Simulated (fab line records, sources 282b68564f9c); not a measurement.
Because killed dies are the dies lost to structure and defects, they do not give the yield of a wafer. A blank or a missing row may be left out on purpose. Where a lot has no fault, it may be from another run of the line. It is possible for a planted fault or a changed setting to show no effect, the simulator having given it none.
Lot-split experiment :: flow ritCmos :: 23 wafers read from 5 lots, route of 202 steps

## THE SPLIT ITSELF
At RIT_NRETRO_COAT_01 (resist thk 1300 nm), the setting spinRpm was moved away from the recipe's 2000 rpm on 11 of the 23 wafers read, by -7.1% to +6.2%. This setting was run at the recipe's value on the other wafers.

## FROM THE SPLIT TO THE READING: what the file shows between them, 4 steps
- RIT_NRETRO_SOFTBAKE_02: time 60 s (also split here: tempC)
- RIT_NRETRO_EXPOSE_03: exposes mask M4, target cd 43900 nm
- RIT_NRETRO_PEB_04
- RIT_NRETRO_DEVELOP_05: develop time 68 s

## THE READING
NOVOLAK_of_NRETRO_COAT_01.thkNm (the simulator's own value, which no gauge read), in nm, at RIT_NRETRO_HARDBAKE_07 (time 120 s). The file gives no usual value for it. Across the 12 wafers here that went through the recipe, the average is 1134 nm and the standard deviation 3.6 nm.

wafer: L074.1
tool, chamber at the split: lithoTrack-01, 0
spinRpm as run, rpm: 2000
against the recipe: recipe
NOVOLAK_of_NRETRO_COAT_01.thkNm, nm: 1135
against lot-mates on the recipe: -

wafer: L074.2
tool, chamber at the split: lithoTrack-01, 0
spinRpm as run, rpm: 2000
against the recipe: recipe
NOVOLAK_of_NRETRO_COAT_01.thkNm, nm: 1134
against lot-mates on the recipe: -

wafer: L074.4
tool, chamber at the split: lithoTrack-01, 0
spinRpm as run, rpm: 2000
against the recipe: recipe
NOVOLAK_of_NRETRO_COAT_01.thkNm, nm: 1131
against lot-mates on the recipe: -

wafer: L076.1
tool, chamber at the split: lithoTrack-02, 0
spinRpm as run, rpm: 1858
against the recipe: -7.1%
NOVOLAK_of_NRETRO_COAT_01.thkNm, nm: 1180
against lot-mates on the recipe: +42

wafer: L076.2
tool, chamber at the split: lithoTrack-02, 0
spinRpm as run, rpm: 1858
against the recipe: -7.1%
NOVOLAK_of_NRETRO_COAT_01.thkNm, nm: 1176
against lot-mates on the recipe: +38

wafer: L076.3
tool, chamber at the split: lithoTrack-02, 0
spinRpm as run, rpm: 2000
against the recipe: recipe
NOVOLAK_of_NRETRO_COAT_01.thkNm, nm: 1140
against lot-mates on the recipe: -

wafer: L076.5
tool, chamber at the split: lithoTrack-02, 0
spinRpm as run, rpm: 1858
against the recipe: -7.1%
NOVOLAK_of_NRETRO_COAT_01.thkNm, nm: 1179
against lot-mates on the recipe: +40

wafer: L076.6
tool, chamber at the split: lithoTrack-02, 0
spinRpm as run, rpm: 2000
against the recipe: recipe
NOVOLAK_of_NRETRO_COAT_01.thkNm, nm: 1137
against lot-mates on the recipe: -

wafer: L080.1
tool, chamber at the split: lithoTrack-01, 0
spinRpm as run, rpm: 1872
against the recipe: -6.4%
NOVOLAK_of_NRETRO_COAT_01.thkNm, nm: 1176
against lot-mates on the recipe: +37

wafer: L080.2
tool, chamber at the split: lithoTrack-01, 0
spinRpm as run, rpm: 2000
against the recipe: recipe
NOVOLAK_of_NRETRO_COAT_01.thkNm, nm: 1138
against lot-mates on the recipe: -

wafer: L080.3
tool, chamber at the split: lithoTrack-01, 0
spinRpm as run, rpm: 1872
against the recipe: -6.4%
NOVOLAK_of_NRETRO_COAT_01.thkNm, nm: 1179
against lot-mates on the recipe: +40

wafer: L080.4
tool, chamber at the split: lithoTrack-01, 0
spinRpm as run, rpm: 1872
against the recipe: -6.4%
NOVOLAK_of_NRETRO_COAT_01.thkNm, nm: 1179
against lot-mates on the recipe: +40

wafer: L080.6
tool, chamber at the split: lithoTrack-01, 0
spinRpm as run, rpm: 2000
against the recipe: recipe
NOVOLAK_of_NRETRO_COAT_01.thkNm, nm: 1140
against lot-mates on the recipe: -

wafer: L082.1
tool, chamber at the split: lithoTrack-03, 0
spinRpm as run, rpm: 2000
against the recipe: recipe
NOVOLAK_of_NRETRO_COAT_01.thkNm, nm: 1135
against lot-mates on the recipe: -

wafer: L082.3
tool, chamber at the split: lithoTrack-03, 0
spinRpm as run, rpm: 2123
against the recipe: +6.2%
NOVOLAK_of_NRETRO_COAT_01.thkNm, nm: 1101
against lot-mates on the recipe: -34

wafer: L082.4
tool, chamber at the split: lithoTrack-03, 0
spinRpm as run, rpm: 2000
against the recipe: recipe
NOVOLAK_of_NRETRO_COAT_01.thkNm, nm: 1134
against lot-mates on the recipe: -

wafer: L082.5
tool, chamber at the split: lithoTrack-03, 0
spinRpm as run, rpm: 2123
against the recipe: +6.2%
NOVOLAK_of_NRETRO_COAT_01.thkNm, nm: 1100
against lot-mates on the recipe: -34

wafer: L082.6
tool, chamber at the split: lithoTrack-03, 0
spinRpm as run, rpm: 2123
against the recipe: +6.2%
NOVOLAK_of_NRETRO_COAT_01.thkNm, nm: 1099
against lot-mates on the recipe: -36

wafer: L084.1
tool, chamber at the split: lithoTrack-02, 0
spinRpm as run, rpm: 1886
against the recipe: -5.7%
NOVOLAK_of_NRETRO_COAT_01.thkNm, nm: 1166
against lot-mates on the recipe: +36

wafer: L084.3
tool, chamber at the split: lithoTrack-02, 0
spinRpm as run, rpm: 1886
against the recipe: -5.7%
NOVOLAK_of_NRETRO_COAT_01.thkNm, nm: 1167
against lot-mates on the recipe: +37

wafer: L084.4
tool, chamber at the split: lithoTrack-02, 0
spinRpm as run, rpm: 2000
against the recipe: recipe
NOVOLAK_of_NRETRO_COAT_01.thkNm, nm: 1131
against lot-mates on the recipe: -

wafer: L084.5
tool, chamber at the split: lithoTrack-02, 0
spinRpm as run, rpm: 2000
against the recipe: recipe
NOVOLAK_of_NRETRO_COAT_01.thkNm, nm: 1130
against lot-mates on the recipe: -

wafer: L084.6
tool, chamber at the split: lithoTrack-02, 0
spinRpm as run, rpm: 2000
against the recipe: recipe
NOVOLAK_of_NRETRO_COAT_01.thkNm, nm: 1129
against lot-mates on the recipe: -

THE FIT
A straight line over all 23 wafers: NOVOLAK_of_NRETRO_COAT_01.thkNm changes by -6.06 nm for each +1% of spinRpm; r = -0.99; the points scatter about the line by 3.5 nm.
The same after taking each lot's own level away (the mean of its wafers on the recipe; 23 wafers): -5.82 nm for each +1%; r = -1.00; scatter 1.9 nm.
Per that fit: largest spinRpm move, reading shift of 41 nm.
The span of the lots' own levels, 1130.0 to 1139.0 nm, comes to 2.5 times the standard deviation stated above.
So the lot-to-lot level changes the slope little: the two slopes agree.
Check: +41.9 nm against its lot-mates is what the line predicts for one of the wafers moved furthest among these (-7.1%) when that wafer is left out of the fit. Against them it came out at +41.5 nm.

## ADDITIONAL SPLITS CARRIED BY THESE WAFERS
Before the reading, these wafers also passed through other splits. Each is held against what the fit with the lots' levels taken away leaves over:
other split on the same wafers: RIT_ACTIVE_OXIDATION_01 tempC
wafers away from the commonest value: 15
r with NOVOLAK_of_NRETRO_COAT_01.thkNm (lot level and that fit taken away): -0.27

other split on the same wafers: RIT_ACTIVE_CVD_03 tempC
wafers away from the commonest value: 18
r with NOVOLAK_of_NRETRO_COAT_01.thkNm (lot level and that fit taken away): +0.19

other split on the same wafers: RIT_ACTIVE_DEVELOP_10 developTimeS
wafers away from the commonest value: 10
r with NOVOLAK_of_NRETRO_COAT_01.thkNm (lot level and that fit taken away): -0.12

other split on the same wafers: RIT_PWELL_IMPLANT_08 energyKev
wafers away from the commonest value: 12
r with NOVOLAK_of_NRETRO_COAT_01.thkNm (lot level and that fit taken away): -0.03

other split on the same wafers: RIT_NRETRO_SOFTBAKE_02 tempC
wafers away from the commonest value: 6
r with NOVOLAK_of_NRETRO_COAT_01.thkNm (lot level and that fit taken away): -0.16

## THE WHOLE CHAIN: every reading that the file lists as answering this split, in the file's order
step: RIT_NRETRO_COAT_01
what it does: resist thk 1300 nm
reading: NOVOLAK_of_NRETRO_COAT_01.thkNm (the simulator's own value, which no gauge read)
change (the file's fit): -6.8 nm for each +1% of the setting
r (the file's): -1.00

step: RIT_NRETRO_SOFTBAKE_02
what it does: time 60 s
reading: NOVOLAK_of_NRETRO_COAT_01.thkNm (the simulator's own value, which no gauge read)
change (the file's fit): -6.58 nm for each +1% of the setting
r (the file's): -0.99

step: RIT_NRETRO_DEVELOP_05
what it does: develop time 68 s
reading: NOVOLAK_of_NRETRO_COAT_01.thkNm (the simulator's own value, which no gauge read)
change (the file's fit): -6.67 nm for each +1% of the setting
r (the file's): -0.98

step: RIT_NRETRO_HARDBAKE_07
what it does: time 120 s
reading: NOVOLAK_of_NRETRO_COAT_01.thkNm (the simulator's own value, which no gauge read)
change (the file's fit): -5.86 nm for each +1% of the setting
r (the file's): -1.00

## FILE'S OWN FIT
NOVOLAK_of_NRETRO_COAT_01.thkNm changes by -5.86 nm for each +1% of spinRpm, r = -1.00.
